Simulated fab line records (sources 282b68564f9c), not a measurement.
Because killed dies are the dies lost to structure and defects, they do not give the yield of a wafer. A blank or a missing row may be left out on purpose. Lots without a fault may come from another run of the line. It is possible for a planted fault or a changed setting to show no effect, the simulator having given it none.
One fault through the eyes of 2 desks | flow ritCmos | each desk holds nothing but its own numbers, with what lay behind them at the end

== THE METROLOGY DESK ==
Means of the sampled wafers that have a number, per lot and without regard to the tool the lot ran on: this is what the gauges read. If a lot's mean is further than 4 standard deviations from the usual mean, the lot is out of limits and carries the mark OUT (the distance appears in the brackets).
Columns: A = CONTACT_TEOS_THK at RIT_CONTACT_THK_MEAS_01, usual 400 nm
lot  | first seen here | A
L655 | day 3 03:17     | 402
L656 | day 3 08:05     | 402
L658 | day 3 16:31     | 407
L659 | day 3 22:31     | 398
L663 | day 4 18:59     | 395
L664 | day 4 23:06     | 391
L667 | day 5 16:40     | 385
L669 | day 6 01:04     | 405
L668 | day 6 01:58     | 397
L670 | day 6 04:48     | 396
L672 | day 6 17:45     | 397
L675 | day 7 06:55     | 399
L676 | day 7 10:54     | 404
L678 | day 7 23:11     | 399
This desk's finding: nothing out of limits on any of the 14 lots.

== FOR THE TOOL OWNER'S DESK: pecvd-03 ==
The tool's own readings at RIT_CONTACT_CVD_00 (deposits SiO2 from TEOS, target thk 400 nm, time 61 s): means of the sampled wafers that have a number, for each lot that ran on this tool. If a lot's mean is further than 4 standard deviations from the usual mean, the lot is out of limits and carries the mark OUT (the distance appears in the brackets).
Columns: A = heaterPowerW at RIT_CONTACT_CVD_00, usual 319 W
lot  | first seen here | A
L655 | day 3 03:14     | 306
L658 | day 3 16:28     | 347
L664 | day 4 23:02     | 277
L667 | day 5 16:36     | 336
This desk's finding: nothing out of limits on any of the 4 lots.

== ALL TOGETHER ==
At the metrology desk, nothing out of limits was observed.
Nothing out of limits was seen by the tool owner's desk.

== WHAT THE SIMULATOR HAD PUT IN ==
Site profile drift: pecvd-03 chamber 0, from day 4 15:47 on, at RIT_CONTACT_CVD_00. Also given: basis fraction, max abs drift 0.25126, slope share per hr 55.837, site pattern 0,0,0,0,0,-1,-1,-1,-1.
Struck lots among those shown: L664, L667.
